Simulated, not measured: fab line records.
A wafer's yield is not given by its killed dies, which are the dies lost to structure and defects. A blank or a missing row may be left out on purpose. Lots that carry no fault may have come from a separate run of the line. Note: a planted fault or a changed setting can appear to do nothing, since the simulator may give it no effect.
A sampling plan put to the test :: flow rit_cmos :: each of the 19 faults these records tell of, on one fab line, judged from the records of the lots it struck
Plan = the line's own looks (route steps where a gauge or an inspection reads the wafer without altering it). Where struck wafers have a number at a look and the file lists that look's usual mean and standard deviation on fault-free wafers, the look can be judged. Caught: the struck wafers' mean, at a look after the fault's first step, is 4 or more of those standard deviations (sigma) away from the usual mean. On the tool: the fault's steps, tested the same way using the tool's own readings. It also counts as caught if the struck wafers ran another recipe or if their record alone is blank.

THE FAULTS, as the simulator had put them in
1. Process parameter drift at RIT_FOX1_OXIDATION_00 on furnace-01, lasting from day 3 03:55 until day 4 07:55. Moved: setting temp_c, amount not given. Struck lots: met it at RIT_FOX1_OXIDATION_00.
2. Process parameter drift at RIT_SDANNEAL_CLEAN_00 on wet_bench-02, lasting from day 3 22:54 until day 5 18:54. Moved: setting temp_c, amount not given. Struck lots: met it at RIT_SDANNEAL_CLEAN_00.
3. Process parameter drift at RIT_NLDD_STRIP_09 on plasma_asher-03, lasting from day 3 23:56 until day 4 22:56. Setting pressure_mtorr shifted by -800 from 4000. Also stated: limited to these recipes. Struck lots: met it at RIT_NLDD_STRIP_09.
4. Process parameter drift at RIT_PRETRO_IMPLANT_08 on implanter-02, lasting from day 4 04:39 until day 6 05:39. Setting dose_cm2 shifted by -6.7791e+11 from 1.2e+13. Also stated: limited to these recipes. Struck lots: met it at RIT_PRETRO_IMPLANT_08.
5. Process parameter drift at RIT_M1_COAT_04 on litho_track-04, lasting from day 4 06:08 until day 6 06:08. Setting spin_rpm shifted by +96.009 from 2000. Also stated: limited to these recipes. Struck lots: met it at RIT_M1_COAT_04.
6. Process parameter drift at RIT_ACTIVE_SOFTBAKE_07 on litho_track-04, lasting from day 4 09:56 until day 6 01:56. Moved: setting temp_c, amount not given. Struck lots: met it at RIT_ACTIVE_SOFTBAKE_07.
7. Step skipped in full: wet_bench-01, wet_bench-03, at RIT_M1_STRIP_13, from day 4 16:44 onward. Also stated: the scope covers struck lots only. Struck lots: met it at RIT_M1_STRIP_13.
8. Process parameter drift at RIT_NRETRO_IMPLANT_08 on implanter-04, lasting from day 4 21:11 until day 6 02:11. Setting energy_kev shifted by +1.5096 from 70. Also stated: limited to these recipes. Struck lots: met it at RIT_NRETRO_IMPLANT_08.
9. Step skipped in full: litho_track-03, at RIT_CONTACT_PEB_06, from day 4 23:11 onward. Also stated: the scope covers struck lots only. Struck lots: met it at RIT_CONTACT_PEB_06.
10. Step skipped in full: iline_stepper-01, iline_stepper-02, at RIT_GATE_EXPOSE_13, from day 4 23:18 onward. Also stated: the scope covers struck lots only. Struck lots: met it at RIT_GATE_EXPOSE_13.
11. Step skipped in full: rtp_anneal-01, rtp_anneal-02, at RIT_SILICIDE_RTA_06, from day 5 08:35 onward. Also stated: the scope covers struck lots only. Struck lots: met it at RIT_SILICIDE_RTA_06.
12. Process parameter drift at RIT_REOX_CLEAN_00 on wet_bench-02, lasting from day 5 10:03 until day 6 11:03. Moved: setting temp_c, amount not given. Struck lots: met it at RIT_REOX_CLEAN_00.
13. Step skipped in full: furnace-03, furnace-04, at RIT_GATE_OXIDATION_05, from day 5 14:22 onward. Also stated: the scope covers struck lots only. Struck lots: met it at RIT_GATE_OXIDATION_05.
14. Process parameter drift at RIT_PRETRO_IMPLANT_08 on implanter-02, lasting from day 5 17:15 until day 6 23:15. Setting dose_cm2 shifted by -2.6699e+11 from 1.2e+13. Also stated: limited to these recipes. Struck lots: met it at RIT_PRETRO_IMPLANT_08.
15. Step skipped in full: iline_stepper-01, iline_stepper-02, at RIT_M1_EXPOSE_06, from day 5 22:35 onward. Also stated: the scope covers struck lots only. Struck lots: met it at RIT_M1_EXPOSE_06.
16. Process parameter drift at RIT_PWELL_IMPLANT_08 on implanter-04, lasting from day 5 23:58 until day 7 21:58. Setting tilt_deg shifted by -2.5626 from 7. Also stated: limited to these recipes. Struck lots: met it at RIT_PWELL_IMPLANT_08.
17. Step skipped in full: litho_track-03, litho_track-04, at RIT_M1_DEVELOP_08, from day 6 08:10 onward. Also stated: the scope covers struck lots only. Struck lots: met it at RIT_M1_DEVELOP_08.
18. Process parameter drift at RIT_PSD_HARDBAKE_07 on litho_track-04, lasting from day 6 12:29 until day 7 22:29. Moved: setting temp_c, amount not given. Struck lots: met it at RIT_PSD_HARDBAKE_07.
19. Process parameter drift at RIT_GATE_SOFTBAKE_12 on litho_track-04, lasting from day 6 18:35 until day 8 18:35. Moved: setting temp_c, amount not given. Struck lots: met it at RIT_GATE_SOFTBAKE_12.

WHAT THE PLAN SAW
fault: 1
on the tool itself: tube_center_temp_C -99 or beyond sigma
first look that catches it: no look after it can be judged
reading, sigma: -
median hours from its first step to that look: -
hours from the fault's start to the first struck lot there: -
judged looks passed uncaught: 0

fault: 2
on the tool itself: temp_c +30 sigma
first look that catches it: no look after it can be judged
reading, sigma: -
median hours from its first step to that look: -
hours from the fault's start to the first struck lot there: -
judged looks passed uncaught: 0

fault: 3
on the tool itself: chamber_pressure_mTorr -99 or beyond sigma
first look that catches it: no look after it can be judged
reading, sigma: -
median hours from its first step to that look: -
hours from the fault's start to the first struck lot there: -
judged looks passed uncaught: 0

fault: 4
on the tool itself: dose_ions_cm2 -48 sigma
first look that catches it: no look after it can be judged
reading, sigma: -
median hours from its first step to that look: -
hours from the fault's start to the first struck lot there: -
judged looks passed uncaught: 0

fault: 5
on the tool itself: spin_speed_rpm +73 sigma
first look that catches it: no look after it can be judged
reading, sigma: -
median hours from its first step to that look: -
hours from the fault's start to the first struck lot there: -
judged looks passed uncaught: 0

fault: 6
on the tool itself: heater_power_total_W +43 sigma
first look that catches it: none of the 3 looks that can be judged after it
reading, sigma: -
median hours from its first step to that look: -
hours from the fault's start to the first struck lot there: -
judged looks passed uncaught: 3

fault: 7
on the tool itself: the tool's record is blank for the struck wafers
first look that catches it: no look after it can be judged
reading, sigma: -
median hours from its first step to that look: -
hours from the fault's start to the first struck lot there: -
judged looks passed uncaught: 0

fault: 8
on the tool itself: beam_energy_keV +71 sigma
first look that catches it: no look after it can be judged
reading, sigma: -
median hours from its first step to that look: -
hours from the fault's start to the first struck lot there: -
judged looks passed uncaught: 0

fault: 9
on the tool itself: no reading that can be judged
first look that catches it: no look after it can be judged
reading, sigma: -
median hours from its first step to that look: -
hours from the fault's start to the first struck lot there: -
judged looks passed uncaught: 0

fault: 10
on the tool itself: no reading that can be judged
first look that catches it: no look after it can be judged
reading, sigma: -
median hours from its first step to that look: -
hours from the fault's start to the first struck lot there: -
judged looks passed uncaught: 0

fault: 11
on the tool itself: the tool's record is blank for the struck wafers
first look that catches it: no look after it can be judged
reading, sigma: -
median hours from its first step to that look: -
hours from the fault's start to the first struck lot there: -
judged looks passed uncaught: 0

fault: 12
on the tool itself: temp_c +23 sigma
first look that catches it: no look after it can be judged
reading, sigma: -
median hours from its first step to that look: -
hours from the fault's start to the first struck lot there: -
judged looks passed uncaught: 0

fault: 13
on the tool itself: the tool's record is blank for the struck wafers
first look that catches it: no look after it can be judged
reading, sigma: -
median hours from its first step to that look: -
hours from the fault's start to the first struck lot there: -
judged looks passed uncaught: 0

fault: 14
on the tool itself: dose_ions_cm2 -19 sigma
first look that catches it: no look after it can be judged
reading, sigma: -
median hours from its first step to that look: -
hours from the fault's start to the first struck lot there: -
judged looks passed uncaught: 0

fault: 15
on the tool itself: no reading that can be judged
first look that catches it: no look after it can be judged
reading, sigma: -
median hours from its first step to that look: -
hours from the fault's start to the first struck lot there: -
judged looks passed uncaught: 0

fault: 16
on the tool itself: tilt_deg -99 or beyond sigma
first look that catches it: no look after it can be judged
reading, sigma: -
median hours from its first step to that look: -
hours from the fault's start to the first struck lot there: -
judged looks passed uncaught: 0

fault: 17
on the tool itself: the tool's record is blank for the struck wafers
first look that catches it: no look after it can be judged
reading, sigma: -
median hours from its first step to that look: -
hours from the fault's start to the first struck lot there: -
judged looks passed uncaught: 0

fault: 18
on the tool itself: heater_power_total_W -17 sigma
first look that catches it: no look after it can be judged
reading, sigma: -
median hours from its first step to that look: -
hours from the fault's start to the first struck lot there: -
judged looks passed uncaught: 0

fault: 19
on the tool itself: heater_power_total_W +16 sigma
first look that catches it: no look after it can be judged
reading, sigma: -
median hours from its first step to that look: -
hours from the fault's start to the first struck lot there: -
judged looks passed uncaught: 0
A dash: the fault is not caught, or the number is missing from these records.

Caught at a look: 0 of 19. Caught on the tool: 16 of 19. By one or the other: 16 of 19.
Faults 1, 2, 3, 4, 5, 6, 7, 8, 11, 12, 13, 14, 16, 17, 18, 19 were caught on the tool alone.
Caught by neither: faults 9, 10, 15.
